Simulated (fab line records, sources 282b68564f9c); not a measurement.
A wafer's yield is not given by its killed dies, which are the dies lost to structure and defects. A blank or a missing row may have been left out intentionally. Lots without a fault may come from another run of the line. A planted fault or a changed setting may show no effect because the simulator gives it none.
Which tool is to blame? :: flow rit cmos :: 6 lots, 18 wafers sampled, at 2 steps of a route of 202

WHAT THE GAUGES SHOWED, per wafer
RIT_GATE_CD_MEAS_16: target cd 150 nm.
lot: L371
measured: day 3 05:11
on: cd sem-02
cd nm (nm): 152.3 150.3 153.8

lot: L374
measured: day 3 17:44
on: cd sem-01
cd nm (nm): 153.8 151.0 151.5

lot: L376
measured: day 4 05:40
on: cd sem-01
cd nm (nm): 168.4 169.2 165.0

lot: L380
measured: day 5 02:43
on: cd sem-02
cd nm (nm): 149.4 150.4 150.3

lot: L386
measured: day 6 10:03
on: cd sem-02
cd nm (nm): 148.1 150.4 150.1

lot: L388
measured: day 6 19:55
on: cd sem-01
cd nm (nm): 149.2 147.7 149.9

EACH LOT AND THE TOOL THAT RAN IT (in order: tool; ch and the chambers of the sampled wafers; start)
lot: L371
RIT_GATE_EXPOSE_13: iline stepper-01 ch 0, day 3 04:47

lot: L374
RIT_GATE_EXPOSE_13: iline stepper-01 ch 0, day 3 17:20

lot: L376
RIT_GATE_EXPOSE_13: iline stepper-02 ch 0, day 4 05:10

lot: L380
RIT_GATE_EXPOSE_13: iline stepper-01 ch 0, day 5 02:19

lot: L386
RIT_GATE_EXPOSE_13: iline stepper-01 ch 0, day 6 09:39

lot: L388
RIT_GATE_EXPOSE_13: iline stepper-02 ch 0, day 6 19:31
- RIT_GATE_EXPOSE_13: exposes mask M6, target cd 150 nm.

THE ANSWER, worked out from the rows above alone
Rule: the lots themselves supply what counts as usual. Put in order of their means at a reading, lots are off if they are a third of the lots or fewer, leave a main group of 4 or more, and stand apart from it by a gap of 3 or more times the standard deviation of the main group's means; of several such gaps the widest counts. The tables above print the reading to a certain number of digits; a main group whose means all agree to those digits is not used. A lot without any number at a reading at which 4 lots or more have one is off too. The other lots that the step has rows for count as sound.
Off, at RIT_GATE_CD_MEAS_16 on cd nm: L376. The main group: mean 150.5 nm, standard deviation 1.3.
If a tool, at a process step before that reading, ran all the lots that are off and no sound lot after the first of them, it fits. Gauges at RIT_GATE_CD_MEAS_16: tried the same way as those tools. No candidate that was tried fits.

WHAT THE SIMULATOR HAD INSERTED
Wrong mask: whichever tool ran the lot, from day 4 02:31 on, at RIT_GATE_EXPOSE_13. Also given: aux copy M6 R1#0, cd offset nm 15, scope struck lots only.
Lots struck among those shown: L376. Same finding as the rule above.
